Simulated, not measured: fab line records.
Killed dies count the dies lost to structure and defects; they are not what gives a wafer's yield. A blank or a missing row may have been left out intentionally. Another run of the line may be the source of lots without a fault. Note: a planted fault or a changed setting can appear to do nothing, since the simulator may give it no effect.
fab line records ; flow rit_cmos
record: lots: 11; wafers: 33; last_day: 7
route steps=202 shown GATE@84
lots that met no fault: taken from a fault-free run of the same line
start_h: start of the lot's first displayed wafer, in hours after the record's first day ; wait_h: how many hours have passed since the lot's step before this one ; " the same as in the row above ; L1.1+2: a row that stands for several wafers ; - no value, or no start given ; * or withheld: withheld ; < > ~ a bound
route shown NAME@n: names a module that has steps shown in the file, with the first one's number in the route ; usual: mean/standard deviation of fault-free wafers ; same: alike in all rows ; chamber/n: place in a boat ; sites: per-site readings ; _std_site: their standard deviation ; _edge_site: inner sites' mean taken away from outer sites' mean ; radius_mm: how far each site lies from the wafer's centre ; mask NAME#n: copy n ; behind: the tool/chamber that last shaped the wafer ; hold: the reason the lot was held/the length of the hold in hours/how it ended ; device: the transistor (n, p or np) that didn't switch ; end of line: tests of these same wafers at the route's end ; a step without rows: its recipe alone ; killed: the dies lost at the first sort to structure and to defects; this is not the yield of the wafer ; map: dies across one wafer; x = killed, . = not, _ = none there
set.NAME: the setting as run; set.NAME@STEP: as run at that earlier step ; model.NAME: the simulator's own value behind a step, which no gauge read
one table for each step of the route and one row for each wafer, over a sample of lots
services: when a tool's chamber went out of use (start_h, in hours from the record's first day, below 0 if earlier), for how many hours, and the reason
== steps ==
step: RIT_GATE_CVD_08
recipe: material: poly-Si; target_thk_nm: 250; temp_c: 610; precursor: SiH4; time_s: 2220; pressure_mtorr: 300; sih4_flow_sccm: 100
usual: pressure_mtorr: 300.2/0.63
same: time_s: 2220
lot.wafer;tool;chamber;start_h;wait_h;pressure_mtorr
L164.1;lpcvd-02;1;40.62;0.1;300.9
L164.3;lpcvd-02;1;40.62;0.1;301.0
L164.6;lpcvd-02;1;40.62;0.1;300.9
L165.2;lpcvd-01;0;46.50;0.0;299.7
L165.3;lpcvd-01;0;46.50;0.0;300.4
L165.6;lpcvd-01;0;46.50;0.0;300.1
L166.1;lpcvd-01;1;54.43;1.1;299.7
L166.2;lpcvd-01;1;54.43;1.1;300.5
L166.4;lpcvd-01;1;54.43;1.1;300.2
L167.4;lpcvd-01;1;57.63;0.0;300.3
L167.5;lpcvd-01;1;57.63;0.0;299.4
L167.6;lpcvd-01;1;57.63;0.0;300.2
L168.2;lpcvd-01;1;66.00;0.0;300.0
L168.4;lpcvd-01;1;66.00;0.0;300.1
L168.5;lpcvd-01;1;66.00;0.0;300.6
L169.3;lpcvd-02;0;72.65;0.0;299.9
L169.4;lpcvd-02;0;72.65;0.0;299.8
L169.6;lpcvd-02;0;72.65;0.0;299.7
L174.3;lpcvd-01;1;94.70;1.4;450.9
L174.4;lpcvd-01;1;94.70;1.4;451.4
L174.6;lpcvd-01;1;94.70;1.4;451.3
L175.2;lpcvd-01;0;97.36;0.0;450.3
L175.5;lpcvd-01;0;97.36;0.0;449.6
L175.6;lpcvd-01;0;97.36;0.0;450.0
L177.2;lpcvd-02;1;107.59;0.0;298.8
L177.3;lpcvd-02;1;107.59;0.0;300.2
L177.5;lpcvd-02;1;107.59;0.0;299.7
L180.4;lpcvd-02;0;117.79;0.0;299.6
L180.5;lpcvd-02;0;117.79;0.0;299.7
L180.6;lpcvd-02;0;117.79;0.0;300.8
L183.1;lpcvd-02;0;131.21;0.1;300.8
L183.3;lpcvd-02;0;131.21;0.1;300.5
L183.6;lpcvd-02;0;131.21;0.1;299.4
step: RIT_GATE_THK_MEAS_09
recipe: reads: poly-Si_of_GATE_CVD_08
usual: GATE_POLY_THK: 249.1/2.2
lot.wafer;tool;chamber;start_h;wait_h;GATE_POLY_THK[nm]
L164.1;film_metro-02;-;43.04;0.0;248.3
L164.3;film_metro-02;-;43.04;0.0;250.4
L164.6;film_metro-02;-;43.04;0.0;251.1
L165.2;film_metro-04;-;48.13;0.0;249.8
L165.3;film_metro-04;-;48.13;0.0;250.3
L165.6;film_metro-04;-;48.13;0.0;248.9
L166.1;film_metro-04;-;56.05;0.0;247.3
L166.2;film_metro-04;-;56.05;0.0;247.5
L166.4;film_metro-04;-;56.05;0.0;247.6
L167.4;film_metro-04;-;59.28;0.0;251.2
L167.5;film_metro-04;-;59.28;0.0;252.6
L167.6;film_metro-04;-;59.28;0.0;249.3
L168.2;film_metro-04;-;67.63;0.0;248.9
L168.4;film_metro-04;-;67.63;0.0;246.9
L168.5;film_metro-04;-;67.63;0.0;249.0
L169.3;film_metro-02;-;74.29;0.0;250.5
L169.4;film_metro-02;-;74.29;0.0;249.8
L169.6;film_metro-02;-;74.29;0.0;250.1
L174.3;film_metro-04;-;96.34;0.0;305.6
L174.4;film_metro-04;-;96.34;0.0;304.4
L174.6;film_metro-04;-;96.34;0.0;307.6
L175.2;film_metro-04;-;98.99;0.0;307.4
L175.5;film_metro-04;-;98.99;0.0;306.4
L175.6;film_metro-04;-;98.99;0.0;307.3
L177.2;film_metro-03;-;109.21;0.0;248.1
L177.3;film_metro-03;-;109.21;0.0;249.0
L177.5;film_metro-03;-;109.21;0.0;247.8
L180.4;film_metro-03;-;119.43;0.0;247.5
L180.5;film_metro-03;-;119.43;0.0;246.7
L180.6;film_metro-03;-;119.43;0.0;249.2
L183.1;film_metro-04;-;134.85;0.0;246.7
L183.3;film_metro-04;-;134.85;0.0;247.5
L183.6;film_metro-04;-;134.85;0.0;247.6
step: RIT_GATE_ETCH_19
recipe: chemistry: SF6/CHF3/O2; time_s: 165; SF6_flow_sccm: 30; CHF3_flow_sccm: 30; O2_flow_sccm: 5; target: poly-Si; pressure_mtorr: 40; rf_w: 160; target_depth_a: 3125; over_etch_frac: 0.25; stop_on: SiO2
usual: drypump_motor_current_A: 5.6/0.34; oes_product_au: 0.847/0.013; throttle_valve_pct: 10.26/0.16
same: time_s: 165
lot.wafer;tool;chamber;start_h;wait_h;drypump_motor_current_A;oes_product_au;rf_hours_counter_h;throttle_valve_pct
L164.1;rie_si-01;3;44.26;0.1;5.4;0.840;47;10.09
L164.3;rie_si-01;0;44.26;0.1;5.7;0.855;161;10.00
L164.6;rie_si-01;1;44.26;0.1;5.6;0.867;-;10.31
L165.2;rie_si-02;3;49.46;0.1;6.0;0.849;110;10.52
L165.3;rie_si-02;2;49.46;0.1;6.0;0.841;35;10.28
L165.6;rie_si-02;3;49.46;0.1;6.0;0.853;-;10.52
L166.1;rie_si-01;2;57.26;0.1;5.8;0.863;103;10.29
L166.2;rie_si-01;1;57.26;0.1;5.6;0.863;20;10.33
L166.4;rie_si-01;3;57.26;0.1;5.4;0.837;47;10.08
L167.4;rie_si-02;0;60.59;0.1;5.0;0.842;44;10.41
L167.5;rie_si-02;3;60.59;0.1;6.1;0.861;-;10.51
L167.6;rie_si-02;0;60.59;0.1;5.0;0.848;-;10.44
L168.2;rie_si-01;2;69.09;0.1;5.8;0.860;103;10.30
L168.4;rie_si-01;3;69.09;0.1;5.4;0.837;-;10.11
L168.5;rie_si-01;2;69.09;0.1;5.8;0.865;-;10.32
L169.3;rie_si-02;3;75.48;0.1;6.1;0.858;110;10.50
L169.4;rie_si-02;1;75.48;0.1;5.2;0.838;7;10.20
L169.6;rie_si-02;3;75.48;0.1;6.0;0.847;-;10.52
L174.3;rie_si-01;1;97.68;0.1;5.6;1.003;20;10.31
L174.4;rie_si-01;0;97.68;0.1;5.7;0.955;0;9.99
L174.6;rie_si-01;2;97.68;0.1;5.8;0.998;-;10.30
L175.2;rie_si-02;3;100.63;0.1;6.0;0.993;111;10.51
L175.5;rie_si-02;1;100.63;0.1;5.2;0.973;-;10.18
L175.6;rie_si-02;0;100.63;0.1;5.0;0.991;-;10.42
L177.2;rie_si-02;3;110.55;0.1;6.0;0.848;111;10.49
L177.3;rie_si-02;0;110.55;0.1;5.0;0.841;45;10.41
L177.5;rie_si-02;2;110.55;0.1;6.0;0.832;-;10.27
L180.4;rie_si-01;0;120.62;0.1;5.7;0.822;0;9.99
L180.5;rie_si-01;3;120.62;0.1;5.4;0.835;-;10.08
L180.6;rie_si-01;0;120.62;0.1;5.7;0.835;-;9.99
L183.1;rie_si-02;0;136.31;0.1;5.0;0.843;45;10.43
L183.3;rie_si-02;1;136.31;0.1;5.2;0.837;7;10.19
L183.6;rie_si-02;1;136.31;0.1;5.2;0.838;-;10.20
== services ==
tool;chamber;start_h;hours;kind
lpcvd-01;-;27.66;1.1;repair
rie_si-01;0;59.94;-;clean
rie_si-01;0;59.94;16.2;scheduled_down
rie_si-01;0;59.94;16.2;vent_cycle
rie_si-01;3;100.28;9.3;repair
== key ==
first_sign: step: RIT_GATE_CVD_08; reading: pressure_mtorr; direction: up; sigmas: 99+; usual: 300.2; struck: 450.6
effect: step: RIT_GATE_THK_MEAS_09; reading: GATE_POLY_THK; direction: up; sigmas: 26; usual: 249.1; struck: 306.4
effect: step: RIT_GATE_ETCH_19; reading: oes_product_au; direction: up; sigmas: 11; usual: 0.847; struck: 0.986
met_at RIT_GATE_CVD_08
struck_lots L174,L175
sort_left_out L174.3,L174.4,L174.6,L175.2,L175.5,L175.6
tester_left_out L174,L175
onset_between 66.00 94.70
fault: kind: process_parameter_drift; tool: lpcvd-01; chamber: -; onset_h: 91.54; steps: RIT_GATE_CVD_08; channel: pressure_mtorr; offset: 150; shape: step; end_h: 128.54; acts_in: these_recipes_only; stated: 300
tester_left_out: of these lots the tester's yield and bins aren't shown, on N5 and GAA mostly nor the transistor test; their killed dies are dies lost to structure and defects alone, not to doping, threshold or leakage, so they don't give the yield
sort_left_out: the simulated sort isn't trusted on such a fault, so these wafers' sort isn't shown, and their yield isn't known
